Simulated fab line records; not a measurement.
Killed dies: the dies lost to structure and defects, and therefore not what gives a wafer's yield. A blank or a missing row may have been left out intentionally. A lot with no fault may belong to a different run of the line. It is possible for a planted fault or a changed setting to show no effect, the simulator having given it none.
Tool commonality check    flow berkeley-cmos170    15 lots, 45 wafers sampled

## REASON IT WAS OPENED
3 of 15 lots carry a flag on the reading ACTIVE_OVL at UCB170_ACTIVE_OVL_MEAS_14. No-fault wafers: -1 nm, standard deviation 5.
Rule: a lot is flagged when every wafer of it that has a number lies more than 4 standard deviations from that mean, or none has a number. As for the other lots, they are considered sound.

lot   measured     on          ACTIVE_OVL (nm), wafer by wafer  flag
L405  day 4 04:04  overlay-01  -3 5 -3                          
L407  day 4 13:30  overlay-01  -1 -1 0                          
L406  day 4 13:37  overlay-02  -6 -1 -7                         
L408  day 4 17:43  overlay-01  7 9 4                            
L409  day 4 18:49  overlay-01  -1 -2 -4                         
L410  day 4 19:03  overlay-02  -8 -9 2                          
L412  day 5 08:14  overlay-01  9 8 0                            
L411  day 5 08:25  overlay-02  -7 -7 -13                        
L414  day 5 18:54  overlay-01  -2 3 -2                          
L415  day 6 02:34  overlay-01  11 1 4                           
L416  day 6 10:05  overlay-02  -3 -5 -1                         
L417  day 6 19:20  overlay-02  -10 -6 -5                        
L420  day 7 09:26  overlay-01  -128 -135 -131                   FLAGGED
L422  day 7 18:51  overlay-02  -133 -132 -134                   FLAGGED
L423  day 8 01:32  overlay-01  -129 -130 -133                   FLAGGED
Average over the flagged lots: -132 nm; offset from the usual -131 nm, equal to -26 standard deviations.

## WHICH TOOL EACH LOT WENT THROUGH
The record holds 1 process step before the reading, out of a route of 331 steps. Every cell lists first the tool, next ch and the chambers used by the sampled wafers, and last the start.
lot   flag     UCB170_ACTIVE_EXPOSE_10
L405           krf-scanner-02 ch 0, day 4 03:22
L407           krf-scanner-01 ch 0, day 4 12:38
L406           krf-scanner-02 ch 0, day 4 12:54
L408           krf-scanner-02 ch 0, day 4 17:13
L409           krf-scanner-02 ch 0, day 4 18:17
L410           krf-scanner-01 ch 0, day 4 18:32
L412           krf-scanner-02 ch 0, day 5 07:34
L411           krf-scanner-02 ch 0, day 5 07:46
L414           krf-scanner-01 ch 0, day 5 18:05
L415           krf-scanner-01 ch 0, day 6 02:05
L416           krf-scanner-02 ch 0, day 6 09:35
L417           krf-scanner-02 ch 0, day 6 18:32
L420  FLAGGED  krf-scanner-02 ch 0, day 7 08:55
L422  FLAGGED  krf-scanner-02 ch 0, day 7 18:04
L423  FLAGGED  krf-scanner-02 ch 0, day 8 01:01
What the steps here do:
- UCB170_ACTIVE_EXPOSE_10: exposes mask ACTIVE, target cd 1200 nm.
- UCB170_ACTIVE_OVL_MEAS_14

## FLAGGED OVER TOTAL, TOOL BY TOOL (the gauges that took the reading come last)
step                       tool            lots run  flagged  share of the flagged lots  sound lots run after its first flagged lot
UCB170_ACTIVE_EXPOSE_10    krf-scanner-01  4         0        none                       -
UCB170_ACTIVE_EXPOSE_10    krf-scanner-02  11        3        all                        0
UCB170_ACTIVE_OVL_MEAS_14  overlay-01      9         2        some                       0
UCB170_ACTIVE_OVL_MEAS_14  overlay-02      6         1        some                       0

## WHAT IS ALLOWED BY THE TABLE
In the table, 1 row covers all flagged lots: krf-scanner-02 at UCB170_ACTIVE_EXPOSE_10.
- krf-scanner-02 at UCB170_ACTIVE_EXPOSE_10 ran 11 lots, 3 of them flagged. Its last sound lot is L417 (day 6 18:32), its first flagged lot L420 (day 7 08:55): a fault that began between those two fits.
One tool is left: krf-scanner-02 at UCB170_ACTIVE_EXPOSE_10.

## WHAT THE SIMULATOR HAD INSERTED
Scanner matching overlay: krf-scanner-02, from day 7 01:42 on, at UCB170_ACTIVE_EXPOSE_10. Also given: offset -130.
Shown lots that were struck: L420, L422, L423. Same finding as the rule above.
